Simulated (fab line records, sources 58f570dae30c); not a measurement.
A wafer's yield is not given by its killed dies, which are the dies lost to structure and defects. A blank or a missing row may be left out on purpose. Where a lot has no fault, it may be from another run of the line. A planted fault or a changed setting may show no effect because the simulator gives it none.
Code-filled problem report in 8D (eight disciplines) form    flow berkeley cmos170    the parts of the form that need people (team, actions taken, sign-off) are left out

## 1. PROBLEM STATEMENT
V1_POLISHED_THK at UCB170_V1_THK_MEAS_04 reads a mean of 1343.3 nm on 6 wafers of 2 lots; wafers without a fault read 999.7 nm with a standard deviation of 1.3. So: +99 or more standard deviations from the usual mean.
The first sign was on wafer L472.1 at day 11 17:20, on film metro-02. Wafers with a number at this step in the record: 42, from 14 lots. Rule for "out" (also "out of limits"): further than 4 standard deviations from the usual mean. All remaining wafers that have a number are taken as sound.

## 2. WHAT IT IS, AND WHAT IT ISN'T
question                     is                      is not
which readings at this step  V1_POLISHED_THK         -
which lots                   L472, L473              L456, L457, L462, L463, L464, L465, L466, L468, L476, L477, L478, L479
which wafers of those lots   all that have a number  -
read on which gauges         film metro-02           film metro-01, film metro-04
when                         from day 11 17:20       up to then (24 sound wafers); but 12 sound wafers of L476, L477, L478, L479 came after

## 3. THE SUSPECTS, EACH WITH WHAT RULES IT OUT
Counting: a tool stays on the suspect list if, at a process step up to the reading, it processed all lots that are out and no sound lot following the first of them.
- the gauge at UCB170_V1_THK_MEAS_04 has been ruled out. All the wafers that are out were read on film metro-02, but those of them that UCB170_V1_ETCH_14 has rows for are out there too, on other tools.
- cmp-01 at UCB170_V1_CMP_02 (polishes SiO2): kept. All lots that are out passed through it, beginning with L472 at day 11 17:01, and no sound lot followed; its final sound lot before that point was L468 at day 10 01:50.
Left after counting: cmp-01 at UCB170_V1_CMP_02.

## 4. THE CAUSE (what the simulator had put in)
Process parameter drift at UCB170_V1_CMP_02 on cmp-01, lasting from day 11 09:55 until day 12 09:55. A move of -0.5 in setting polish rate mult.
After counting, this tool was the only one left.

## 5. THE EFFECT CHAIN, in route order
Rows list readings where the struck wafers' mean (over those with a number) sits beyond 3 standard deviations from the usual. Readings are gone through only where the record gives a usual standard deviation; hours: the median, over the lots, of the time from a lot's start at the first step in this table giving one to that lot's start at this step; sigmas: the change measured in usual standard deviations.
hours  step                   reading               usual       on struck wafers  change  sigmas
0      UCB170_V1_THK_MEAS_04  V1_POLISHED_THK       999.7 nm    1343.3            +343.6  +99 or more
2      UCB170_V1_ETCH_14      oes product au        0.870 a.u.  1.007             +0.137  +8.6
12     UCB170_M3_PROBE_99     defect limited yield  98.8 %      0.5               -98.3   -99 or more
12     UCB170_M3_PROBE_99     killed_at_M0_to_M3    0.8         260.5             +259.7  +99 or more
12     UCB170_M3_PROBE_99     killed dies           3.1         262.8             +259.7  +99 or more
12     UCB170_M3_PROBE_99     killed on rim         0.9         69.2              +68.3   +68
12     UCB170_M3_PROBE_99     sort_bin_5_function   0.7 %       99.2              +98.5   +99 or more
12     UCB170_M3_PROBE_99     sort n pass           260.9       1.2               -259.7  -99 or more
12     UCB170_M3_PROBE_99     sort yield pct        98.8 %      0.5               -98.3   -99 or more
Its process steps:
- UCB170_V1_ETCH_14: etches SiO2 in CHF3/CF4/Ar, stops on Al, target depth 1250 nm, time 291 s.
- UCB170_M3_PROBE_99

## 6. WHAT WOULD HAVE CAUGHT IT SOONER
The first out-of-limits reading at a measuring or inspecting step in this record came at day 11 17:20, 7 hours after the fault's start at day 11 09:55.
No tool reading at UCB170_V1_CMP_02 that has a usual standard deviation in the record was out on any struck wafer, so an alarm limit of 4 standard deviations on those readings would not have fired.
Lots out: 2; of these, L473 started UCB170_V1_CMP_02 on cmp-01 after day 11 17:20. A hold on the tool at that time would have spared it.
